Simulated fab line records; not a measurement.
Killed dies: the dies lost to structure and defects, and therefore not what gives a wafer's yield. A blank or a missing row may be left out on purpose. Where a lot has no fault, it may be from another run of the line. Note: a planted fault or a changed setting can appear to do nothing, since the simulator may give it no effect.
Matching of chambers || flow berkeley-cmos170 || UCB170_V2_CVD_00 on pecvd-02 has 3 sister chambers
The step deposits SiO2 from TEOS/O2, target thk 2000 nm, time 250 s. 14 wafers are shown with their chamber, then 7 later ones without.

WAFERS, EACH WITH ITS CHAMBER
{"wafer": "L667.1", "chamber": 1, "heater-power-w (W)": 253}
{"wafer": "L667.2", "chamber": 2, "heater-power-w (W)": 239}
{"wafer": "L667.5", "chamber": 1, "heater-power-w (W)": 199}
{"wafer": "L672.1", "chamber": 0, "heater-power-w (W)": 166}
{"wafer": "L672.2", "chamber": 2, "heater-power-w (W)": 281}
{"wafer": "L672.4", "chamber": 2, "heater-power-w (W)": 196}
{"wafer": "L670.1", "chamber": 0, "heater-power-w (W)": 160}
{"wafer": "L670.2", "chamber": 1, "heater-power-w (W)": 243}
{"wafer": "L670.5", "chamber": 1, "heater-power-w (W)": 286}
{"wafer": "L671.4", "chamber": 2, "heater-power-w (W)": 198}
{"wafer": "L671.5", "chamber": 1, "heater-power-w (W)": 199}
{"wafer": "L671.6", "chamber": 0, "heater-power-w (W)": 187}
{"wafer": "L675.2", "chamber": 0, "heater-power-w (W)": 169}
{"wafer": "L675.4", "chamber": 2, "heater-power-w (W)": 196}

SIGNATURES (averages over the wafers above)
{"reading": "heater-power-w", "chamber 0": 170.50, "chamber 1": 236.00, "chamber 2": 222.00, "scatter within a chamber": 32.6}
Rule: for a wafer and a chamber, the distance is found by dividing, reading by reading, the gap between the wafer's reading and the chamber's mean by the reading's scatter, squaring, summing and taking the root. If the next closest chamber is less than 2 further off than the closest, the wafer can't be placed; otherwise it belongs to the closest. The scatter: the root of (the sum of the squares of (reading less its chamber's mean) over the shown wafers, divided by (wafers less chambers)).

WAFERS WHOSE CHAMBER IS MISSING
{"wafer": "L675.6", "heater-power-w (W)": 122}
{"wafer": "L682.2", "heater-power-w (W)": 236}
{"wafer": "L682.4", "heater-power-w (W)": 284}
{"wafer": "L682.6", "heater-power-w (W)": 121}
{"wafer": "L686.1", "heater-power-w (W)": 152}
{"wafer": "L686.3", "heater-power-w (W)": 269}
{"wafer": "L686.6", "heater-power-w (W)": 197}

EACH ONE'S CHAMBER
{"wafer": "L675.6", "from the rows above": "can't be placed: 0 or 2", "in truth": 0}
{"wafer": "L682.2", "from the rows above": "can't be placed: 1 or 2", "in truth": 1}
{"wafer": "L682.4", "from the rows above": "can't be placed: 1 or 2", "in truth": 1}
{"wafer": "L682.6", "from the rows above": "can't be placed: 0 or 2", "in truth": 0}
{"wafer": "L686.1", "from the rows above": "can't be placed: 0 or 2", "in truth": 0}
{"wafer": "L686.3", "from the rows above": "can't be placed: 1 or 2", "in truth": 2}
{"wafer": "L686.6", "from the rows above": "can't be placed: 2 or 0 or 1", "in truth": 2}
Correctly placed: 0 of 7. These rows do not allow placing 7 (true chamber among the candidates in 7). Placed wrongly: 0.
